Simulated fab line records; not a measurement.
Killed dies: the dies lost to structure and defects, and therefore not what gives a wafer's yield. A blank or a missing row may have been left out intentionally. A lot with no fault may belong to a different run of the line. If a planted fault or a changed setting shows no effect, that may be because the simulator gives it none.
fab line records	flow ritCmos
record: lots: 5	wafers: 23
route steps=202 shown M1@196
startH: start of the lot's first displayed wafer, in hours after the record's first day	waitH: hours elapsed since this lot's preceding step	" same as the row above	L1.1+2: a row that stands for several wafers	- no value, or no start was given	* or withheld: withheld	< > ~ a bound
route shown NAME@n: a module of which the file shows steps, and the number in the route of the first	usual: mean/standard deviation of fault-free wafers	same: alike in all rows	chamber/n: place in a boat	sites: the reading at each site	_std_site: their standard deviation	_edge_site: outer sites' mean less inner sites'	radiusMm: how far each site lies from the wafer's centre	mask NAME#n: copy n	behind: tool/chamber where the wafer was last shaped	hold: the reason the lot was held/the length of the hold in hours/how it ended	device: the transistor (n, p or np) that didn't switch	end of line: the route-end tests of the same wafers	step lacking rows: just its recipe	killed: at the first sort, the dies lost to defects and structure; wafer yield is something else	map: a wafer's dies, x killed, . not, _ none there
set.NAME: the setting that was run; set.NAME@STEP: the one run at that earlier step	model.NAME: the simulator's own value behind a step, which no gauge read
lots where settings were altered on purpose, with a table for each step and a row for each wafer
== steps ==
step: RIT_M1_METAL_ETCH_12
recipe: stopOn: SiO2	chemistry: Cl2/BCl3	target: Al	timeS: 165	overEtchFrac: 0.5	pressureMtorr: 100	targetDepthA: 6000	rfW: 250	Cl2_flow_sccm: 60	bcl3FlowSccm: 50
usual: oesProductAu: 0.768/0.0084
lot.wafer	tool	chamber	startH	waitH	set.rfW	set.powerW@M1_SPUTTER_00	oesProductAu	model.etch.depthNm	model.M1.featureDepthNm
L075.1	rieMetal-03	1	60.99	0.2	250	2000	0.776	400.9	434.7
L075.3	"	0	"	"	250	2000	0.775	397.7	429.7
L075.6	"	0	"	"	250	2000	0.770	398.9	430.8
L077.1	rieMetal-01	0	69.50	0.2	250	1813	0.738	-	-
L077.2	"	1	"	"	250	2000	0.754	394.6	427.5
L077.3	"	1	"	"	250	1813	0.719	-	-
L077.4	"	0	"	"	250	2000	0.782	399.9	433.1
L077.6	"	0	"	"	250	2000	0.768	394.5	427.9
L081.1	rieMetal-03	0	90.76	0.2	250	2000	0.762	393	425.6
L081.2	"	0	"	"	225.8	2000	0.759	392.1	421.4
L081.4	"	0	"	"	250	2094	0.787	412.7	445.1
L081.5	"	0	"	"	225.8	2094	0.780	410.6	439.7
L081.6	"	0	"	"	225.8	2000	0.765	392	421.3
L082.1	rieMetal-02	1	96.52	0.2	224.6	2000	0.762	393	421.7
L082.2	"	0	"	"	224.6	1928	0.743	376.9	405.7
L082.3	"	0	"	"	250	2000	0.753	387.3	419.4
L082.4	"	1	"	"	224.6	2000	0.761	393.3	422.2
L082.6	"	0	"	"	250	1928	0.747	379.9	412
L085.1	rieMetal-02	0	112.80	0.2	279.7	2000	0.766	399	435.4
L085.3	"	1	"	"	250	2000	0.783	399.7	431.5
L085.4	"	0	"	"	279.7	2000	0.770	399.8	436.2
L085.5	"	1	"	"	250	2000	0.776	399.9	431.9
L085.6	"	0	"	"	250	2000	0.764	400.7	432.7
step: RIT_M1_STRIP_13
recipe: chemistry: nmp	resist: NOVOLAK	tempC: 80	timeS: 600	dry: n2Spin
step: RIT_M1_STRIP_14
recipe: chemistry: O2	timeS: 180	platenTempC: withheld	powerW: 500	pressureMtorr: 4000	o2FlowSccm: 4000
step: RIT_M1_ANNEAL_15
recipe: tempC: 450	timeS: 1800	ambient: forming_gas_H2N2
step: RIT_M1_PROBE_99
usual: killedAtContacts: 0.1/0.28	killedAtFrontEnd: 5.8/3	killedDies: 5.9/3	killedOpen: 3.1/1.9	killedShort: 2.8/1.8
same: grossDies: 264	killed_at_M0_to_M3: 0	killed_at_M4_up: 0	killedAtBackSide: 0	killedAtOther: 0
lot.wafer	tool	chamber	startH	waitH	set.tempC@ACTIVE_OXIDATION_01	killedAtContacts	killedAtFrontEnd	killedDies	killedOpen	killedShort	model.etest.pldd.widthNm	model.etest.nldd.widthNm	model.etest.pplusSal.widthNm	model.etest.nmosNarrow.driveUaUm	model.etest.pmosNarrow.driveUaUm
L075.1	prober-01	-	63.24	0.1	1000	0	6	6	4	2	3148	3160	3445	223.4	102
L075.3	prober-01	-	63.34	0.2	1000	0	5	5	4	1	3168	3172	3422	218.3	98.79
L075.6	prober-01	-	63.49	0.2	1000	0	4	4	4	0	3166	3151	3440	225	100.5
L077.1	prober-01	-	73.00	0.1	1010	0	3	3	3	0	3102	3105	3405	229.8	96.71
L077.2	prober-01	-	73.05	0.1	1010	0	3	3	3	0	3107	3095	3405	221.9	95.23
L077.3	prober-01	-	73.10	0.2	1010	0	1	1	1	0	3120	3121	3405	225	96.05
L077.4	prober-01	-	73.15	0.2	1010	0	4	4	0	4	3110	3118	3413	217.7	94.29
L077.6	prober-01	-	73.25	0.2	1010	0	3	3	2	1	3109	3112	3399	219.9	95.71
L081.1	prober-01	-	93.67	0.1	1026	0	6	6	3	3	3058	3048	3376	188.9	88.16
L081.2	prober-01	-	93.72	0.1	1026	0	9	9	4	5	3039	3030	3385	185.7	84.34
L081.4	prober-01	-	93.82	0.2	1026	0	8	8	4	4	3044	3050	3389	185.7	86.05
L081.5	prober-01	-	93.87	0.2	1026	0	10	10	6	4	3040	3040	3381	188.9	87.57
L081.6	prober-01	-	93.92	0.2	1026	0	8	8	3	5	3050	3036	3378	189.1	87.83
L082.1	prober-02	-	100.11	0.1	974.4	0	3	3	1	2	3256	3254	3465	257.4	116.5
L082.2	prober-02	-	100.16	0.1	974.4	0	5	5	3	2	3265	3255	3503	257.6	116.3
L082.3	prober-02	-	100.21	0.2	974.4	0	11	11	7	4	3265	3258	3478	262	115.3
L082.4	prober-02	-	100.26	0.2	974.4	1	5	6	5	1	3251	3244	3506	258.7	117.2
L082.6	prober-02	-	100.36	0.2	974.4	0	4	4	3	1	3241	3240	3486	251.8	117.4
L085.1	prober-01	-	115.42	0.1	1029	0	7	7	4	3	2980	2996	3402	183.2	86.84
L085.3	prober-01	-	115.52	0.2	1029	1	4	5	2	3	3020	3000	3357	185.9	87.33
L085.4	prober-01	-	115.57	0.2	1029	0	8	8	3	5	3013	3028	3381	190.6	87.98
L085.5	prober-01	-	115.62	0.2	1029	0	10	10	5	5	2996	3013	3347	180	86.25
L085.6	prober-01	-	115.67	0.2	1029	1	5	6	4	2	3026	2990	3379	187.7	90.89
killed by level:class
L075.1 FOX2:geometricParticle:open=1 FOX2:geometricParticle:short=1 GATE:geometricParticle:open=1 GATE:geometricParticle:short=1 REOX:geometricParticle:open=1 SPACER:geometricParticle:open=1
L075.3 GATE:geometricParticle:open=3 FOX2:geometricParticle:open=1 GATE:geometricParticle:short=1
L075.6 FOX2:geometricParticle:open=2 SILICIDE:geometricParticle:open=2
L077.1 SPACER:geometricParticle:open=2 GATE:geometricParticle:open=1
L077.2 FOX1:geometricParticle:open=2 FOX2:geometricParticle:open=1
L077.3 FOX2:geometricParticle:open=1
L077.4 GATE:geometricParticle:short=2 REOX:geometricParticle:short=1 SPACER:geometricParticle:short=1
L077.6 FOX1:geometricParticle:short=1 FOX1:geometricParticle:open=1 SILICIDE:geometricParticle:open=1
L081.1 FOX1:geometricParticle:open=3 FOX1:geometricParticle:short=1 REOX:geometricParticle:short=1 SILICIDE:geometricParticle:short=1
L081.2 GATE:geometricParticle:short=3 GATE:geometricParticle:open=2 FOX1:geometricParticle:open=1 FOX2:geometricParticle:short=1 REOX:geometricParticle:open=1 REOX:geometricParticle:short=1
L081.4 GATE:geometricParticle:open=3 GATE:geometricParticle:short=3 FOX1:geometricParticle:short=1 SILICIDE:geometricParticle:open=1
L081.5 GATE:geometricParticle:short=3 FOX2:geometricParticle:open=2 GATE:geometricParticle:open=2 REOX:geometricParticle:open=1 SPACER:geometricParticle:open=1 SPACER:geometricParticle:short=1
L081.6 FOX1:geometricParticle:open=2 GATE:geometricParticle:short=2 REOX:geometricParticle:short=2 FOX1:geometricParticle:short=1 FOX2:geometricParticle:open=1
L082.1 FOX1:geometricParticle:short=1 FOX2:geometricParticle:open=1 GATE:geometricParticle:short=1
L082.2 FOX1:geometricParticle:short=1 FOX1:geometricParticle:open=1 GATE:geometricParticle:short=1 SPACER:geometricParticle:open=1 SILICIDE:geometricParticle:open=1
L082.3 SILICIDE:geometricParticle:open=3 FOX1:geometricParticle:short=2 GATE:geometricParticle:open=2 FOX1:geometricParticle:open=1 FOX2:geometricParticle:open=1 GATE:geometricParticle:short=1 SILICIDE:geometricParticle:short=1
L082.4 FOX1:geometricParticle:open=3 FOX2:geometricParticle:short=1 GATE:geometricParticle:open=1 CONTACT:geometricParticle:open=1
L082.6 FOX1:geometricParticle:open=1 FOX1:geometricParticle:short=1 FOX2:geometricParticle:open=1 GATE:geometricParticle:open=1
L085.1 FOX2:geometricParticle:open=2 GATE:geometricParticle:short=2 FOX1:geometricParticle:short=1 FOX1:geometricParticle:open=1 SPACER:geometricParticle:open=1
L085.3 FOX1:geometricParticle:short=1 FOX2:geometricParticle:short=1 REOX:geometricParticle:open=1 SILICIDE:geometricParticle:open=1 CONTACT:geometricParticle:short=1
L085.4 FOX1:geometricParticle:short=2 GATE:geometricParticle:short=2 GATE:geometricParticle:open=2 SILICIDE:geometricParticle:short=1 SILICIDE:geometricParticle:open=1
L085.5 SILICIDE:geometricParticle:open=3 REOX:geometricParticle:short=2 SILICIDE:geometricParticle:short=2 FOX1:geometricParticle:open=1 GATE:geometricParticle:open=1 GATE:geometricParticle:short=1
L085.6 FOX1:geometricParticle:open=1 GATE:geometricParticle:open=1 GATE:geometricParticle:short=1 REOX:geometricParticle:open=1 SPACER:geometricParticle:short=1 CONTACT:geometricParticle:open=1
== key ==
split: step: RIT_M1_METAL_ETCH_12	setting: rfW	stated: 250	by: wafer
response none clear
split outsideThisFile step=RIT_ACTIVE_OXIDATION_01 setting=tempC
split outsideThisFile step=RIT_M1_SPUTTER_00 setting=powerW
split outsideThisFile: this setting was split too, and the file shows its column; the key of that split is in another file
